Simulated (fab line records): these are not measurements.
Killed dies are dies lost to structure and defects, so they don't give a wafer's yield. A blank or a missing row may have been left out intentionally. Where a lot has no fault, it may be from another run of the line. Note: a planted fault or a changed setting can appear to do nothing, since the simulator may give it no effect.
Split-lot experiment    flow rit cmos    5 lots, 23 wafers read, on a route of 202 steps

## SPLIT DETAILS
At RIT_PLDD_COAT_01 (resist thk 1000 nm), the setting resist thk nm was moved away from the recipe's 1000 nm on 9 of the 23 wafers read, by -4.9% to +5.9%. For the rest of the wafers, this setting stayed at what the recipe calls for.

## FROM THE SPLIT TO THE READING: what the file shows between them, 3 steps
- RIT_PLDD_SOFTBAKE_02: time 60 s
- RIT_PLDD_EXPOSE_03: exposes mask M8, target cd 40900 nm
- RIT_PLDD_DEVELOP_05: develop time 50 s

## THE READING
NOVOLAK_of_PLDD_COAT_01.thk nm (the simulator's own value, which no gauge read), in nm, at RIT_PLDD_HARDBAKE_07 (time 60 s). The file does not state a usual value for it. The 14 wafers here that ran the recipe average 885.9 nm, standard deviation 2.4 nm.

wafer   tool, chamber at the split  resist thk nm as run, nm  against the recipe  NOVOLAK_of_PLDD_COAT_01.thk nm, nm  against lot-mates on the recipe
L074.2  litho track-02, 0           1000                      recipe              881.5                               -
L074.3  litho track-02, 0           1000                      recipe              883.3                               -
L074.6  litho track-02, 0           1000                      recipe              884.2                               -
L075.1  litho track-04, 0           1000                      recipe              885.8                               -
L075.2  litho track-04, 0           962                       -3.8%               850.4                               -34.2
L075.3  litho track-04, 0           962                       -3.8%               850.9                               -33.7
L075.5  litho track-04, 0           1000                      recipe              885.6                               -
L075.6  litho track-04, 0           1000                      recipe              882.3                               -
L079.1  litho track-02, 0           1000                      recipe              889.6                               -
L079.2  litho track-02, 0           1059                      +5.9%               940.2                               +51.1
L079.3  litho track-02, 0           1000                      recipe              889.7                               -
L079.5  litho track-02, 0           1000                      recipe              887.9                               -
L079.6  litho track-02, 0           1059                      +5.9%               939.7                               +50.6
L083.1  litho track-01, 0           950.9                     -4.9%               845.3                               -41.5
L083.2  litho track-01, 0           1000                      recipe              887                                 -
L083.3  litho track-01, 0           950.9                     -4.9%               843                                 -43.8
L083.5  litho track-01, 0           950.9                     -4.9%               840.8                               -46.0
L083.6  litho track-01, 0           1000                      recipe              886.6                               -
L084.1  litho track-04, 0           1019                      +1.9%               904.5                               +18.2
L084.2  litho track-04, 0           1000                      recipe              888.1                               -
L084.3  litho track-04, 0           1019                      +1.9%               905.6                               +19.3
L084.4  litho track-04, 0           1000                      recipe              886.3                               -
L084.6  litho track-04, 0           1000                      recipe              884.5                               -

THE FIT
A straight line over all 23 wafers: NOVOLAK_of_PLDD_COAT_01.thk nm changes by +9.06 nm for each +1% of resist thk nm; r = +1.00; the points scatter about the line by 2.3 nm.
The same after taking each lot's own level away (the mean of its wafers on the recipe; 23 wafers): +8.84 nm for each +1%; r = +1.00; scatter 1.4 nm.
That fit puts the effect of the largest move of resist thk nm on the reading at 52 nm.
From 883.00 to 889.07 nm: that is the span of the lots' own levels, equal to 2.5 times the standard deviation above.
The two slopes agree, so the slope changes little with the lot-to-lot level.
Check: +52.5 nm against its lot-mates is what the line predicts for one of the wafers moved furthest among these (+5.9%) when that wafer is left out of the fit. It came out at +51.1 nm against them.

## THESE WAFERS: OTHER SPLITS
Other splits were also applied to these wafers ahead of the reading. Each is held against what the fit with the lots' levels taken away leaves over:
other split on the same wafers     wafers away from the commonest value  r with NOVOLAK_of_PLDD_COAT_01.thk nm (lot level and that fit taken away)
RIT_ACTIVE_OXIDATION_01 ox time s  15                                    -0.32
RIT_ACTIVE_COAT_06 spin rpm        7                                     -0.02
RIT_NWELL_COAT_01 resist thk nm    7                                     -0.11
RIT_NWELL_IMPLANT_08 energy kev    10                                    +0.11
RIT_NRETRO_SOFTBAKE_02 temp c      4                                     -0.01
RIT_PRETRO_SOFTBAKE_02 temp c      11                                    -0.19
RIT_GATE_CVD_08 sih4 flow sccm     18                                    +0.00
RIT_GATE_EXPOSE_13 dose mj         7                                     -0.24
RIT_GATE_ETCH_19 rf w              10                                    -0.16

## THE WHOLE CHAIN: every reading that the file lists as answering this split, in the file's order
step                  what it does        reading                                                                          change (the file's fit)               r (the file's)
RIT_PLDD_COAT_01      resist thk 1000 nm  NOVOLAK_of_PLDD_COAT_01.thk nm (the simulator's own value, which no gauge read)  +10.1 nm for each +1% of the setting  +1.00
RIT_PLDD_HARDBAKE_07  time 60 s           NOVOLAK_of_PLDD_COAT_01.thk nm (the simulator's own value, which no gauge read)  +8.83 nm for each +1% of the setting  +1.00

## FILE'S OWN FIT
NOVOLAK_of_PLDD_COAT_01.thk nm changes by +8.83 nm for each +1% of resist thk nm, r = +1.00.
